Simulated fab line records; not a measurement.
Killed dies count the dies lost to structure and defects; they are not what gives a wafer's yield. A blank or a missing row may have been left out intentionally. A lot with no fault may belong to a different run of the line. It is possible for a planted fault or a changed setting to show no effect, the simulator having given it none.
A lot that was struck, set against a sound lot + flow berkeley-cmos170 + 41 steps out of a route of 331
Sound: these wafers, L396.3, L396.4, L396.5. The struck wafers were L402.3, L402.5, L402.6. The cause is named last.
For every step that has rows: the tool of each side, followed by ch and its chambers, followed by its first start. Under that, the readings that differ: sound wafers + struck wafers + difference of the means + sigmas: that difference in standard deviations of wafers without a fault.
alike: a reading whose means differ by less than 2 such deviations, as well as words and numbers matching on both sides. not compared: withheld readings; readings where some wafer has no value; bounds like >300 that might hide an equal value; numbers whose values overlap and for which the record gives no deviation.
The two part at a step that has a row with sigmas, a row that says differs or no value, or rows on one side only. When numbers do not overlap yet have no deviation, they are printed without sigmas and do not part them. A reading missing from all wafers of one side parts the sides only when that side holds two or more wafers.

UCB170_PFIELD_TW_MEAS_09:
  sound: film-metro-04 at day 5 04:15; struck: film-metro-03 at day 6 05:08
  alike: PFIELD_TW
then, 2 steps without rows for these wafers: UCB170_FIELD_CLEAN_00 (cleans in dHF, time 7.5 s); UCB170_FIELD_OXIDATION_01 (target thk 558.3 nm, ox time 7200 s).
UCB170_FIELD_THK_MEAS_02:
  sound: film-metro-04 at day 5 09:04; struck: film-metro-01 at day 6 11:37
  alike: FIELD_OXIDE_THK
then, 4 steps without rows for these wafers: UCB170_FIELD_ANNEAL_03 (time 1200 s); UCB170_FIELD_WET_ETCH_04 (etches SiO2 in dHF, time 60 s); UCB170_FIELD_WET_ETCH_05 (etches Si3N4 in H3PO4, time 12600 s); UCB170_FIELD_WET_ETCH_06 (etches SiO2 in BOE, time 22 s).
UCB170_FIELD_THK_MEAS_90:
  sound: film-metro-02 at day 6 01:18; struck: film-metro-01 at day 6 22:19
  alike: FIELD_OXIDE_LEFT_1_THK
then, 2 steps without rows for these wafers: UCB170_SACOX_CLEAN_00 (cleans in dHF, time 7.5 s); UCB170_SACOX_OXIDATION_01 (target thk 14.4 nm, ox time 2400 s).
UCB170_SACOX_THK_MEAS_02:
  sound: film-metro-03 at day 6 06:49; struck: film-metro-01 at day 7 00:44
  alike: SACOX_OXIDE_THK
UCB170_SCREENOX_WET_ETCH_00: etches SiO2 in dHF, time 200 s.
  sound on wet-bench-02 ch 2, day 6 10:17; struck on wet-bench-01 ch 3, day 7 04:05
| reading          | sound             | struck            | difference | sigmas |
|------------------|-------------------|-------------------|------------|--------|
| run-length-s (s) | 234.0 234.0 234.0 | 126.2 126.2 126.2 | -107.8     | -41    |
then, 1 step without rows for these wafers: UCB170_SCREENOX_OXIDATION_01 (target thk 14.4 nm, ox time 2400 s).
UCB170_SCREENOX_THK_MEAS_02:
  sound: film-metro-03 at day 6 13:17; struck: film-metro-03 at day 7 05:50
  alike: SCREENOX_OXIDE_THK
then, 7 steps without rows for these wafers: UCB170_SCREENOX_ANNEAL_03 (time 900 s); UCB170_NVT_HMDS_00 (prime time 60 s); UCB170_NVT_COAT_01 (resist thk 900 nm); UCB170_NVT_SOFTBAKE_02 (time 60 s); UCB170_NVT_EXPOSE_03 (exposes mask PWELL, target cd 3000 nm); UCB170_NVT_PEB_04; UCB170_NVT_DEVELOP_05 (develop time 45 s).
UCB170_NVT_OVL_MEAS_06:
  sound: overlay-02 at day 6 18:33; struck: overlay-02 at day 7 09:11
  alike: NVT_OVL
then, 1 step without rows for these wafers: UCB170_NVT_IMPLANT_07.
UCB170_NVT_STRIP_08: strips in O2.
  sound on plasma-asher-01 ch 0,1, day 6 18:45; struck on plasma-asher-02 ch 0,1, day 7 09:23
  alike: drypump-motor-current-A, oes-product-au, strip-time-to-endpoint-s
  not compared: rf-hours-counter-h
UCB170_NVT_TW_MEAS_09:
  sound: film-metro-04 at day 6 18:50; struck: film-metro-02 at day 7 09:29
| reading | sound       | struck      | difference | sigmas |
|---------|-------------|-------------|------------|--------|
| NVT_TW  | 515 515 513 | 522 524 525 | +9         | +2     |
then, 7 steps without rows for these wafers: UCB170_NVT_CLEAN_10 (cleans in SPM, time 600 s); UCB170_PVT_HMDS_00 (prime time 60 s); UCB170_PVT_COAT_01 (resist thk 900 nm); UCB170_PVT_SOFTBAKE_02 (time 60 s); UCB170_PVT_EXPOSE_03 (exposes mask NWELL, target cd 3000 nm); UCB170_PVT_PEB_04; UCB170_PVT_DEVELOP_05 (develop time 45 s).
UCB170_PVT_OVL_MEAS_06:
  sound: overlay-02 at day 6 23:34; struck: overlay-01 at day 7 13:34
  alike: PVT_OVL
then, 1 step without rows for these wafers: UCB170_PVT_IMPLANT_07.
UCB170_PVT_STRIP_08: strips in O2.
  sound on plasma-asher-04 ch 0,1, day 6 23:46; struck on plasma-asher-03 ch 0,1, day 7 13:46
  alike: drypump-motor-current-A, oes-product-au, strip-time-to-endpoint-s
  not compared: rf-hours-counter-h
UCB170_PVT_TW_MEAS_09:
  sound: film-metro-04 at day 6 23:51; struck: film-metro-01 at day 7 13:52
| reading | sound       | struck      | difference | sigmas |
|---------|-------------|-------------|------------|--------|
| PVT_TW  | 500 501 499 | 511 508 510 | +10        | +3     |
then, 1 step without rows for these wafers: UCB170_GATE_WET_ETCH_00 (etches SiO2 in dHF, time 200 s).
UCB170_FIELD_THK_MEAS_91:
  sound: film-metro-02 at day 7 00:01; struck: film-metro-04 at day 7 14:19
| reading                     | sound       | struck      | difference | sigmas |
|-----------------------------|-------------|-------------|------------|--------|
| FIELD_OXIDE_LEFT_2_THK (nm) | 355 363 346 | 366 379 380 | +20        | +2     |
then, 1 step without rows for these wafers: UCB170_GATE_OXIDATION_01 (target thk 6.6 nm, ox time 1800 s).
-- the record jumps here: 2 days lie between the struck wafers' starts before and after (it left off in module GATE and takes up again in module M3, whose first step shown is number 331 of the route) --
UCB170_M3_PROBE_99:
  record: rows for the struck wafers here (prober-02, day 10 00:08), none for the sound ones

WHERE THEY PART
Last at UCB170_M3_PROBE_99 as far as this record goes, first at UCB170_SCREENOX_WET_ETCH_00.

WHY: whatever the simulator had introduced
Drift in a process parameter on wet-bench-01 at UCB170_SCREENOX_WET_ETCH_00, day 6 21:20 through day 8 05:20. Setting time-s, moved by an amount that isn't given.
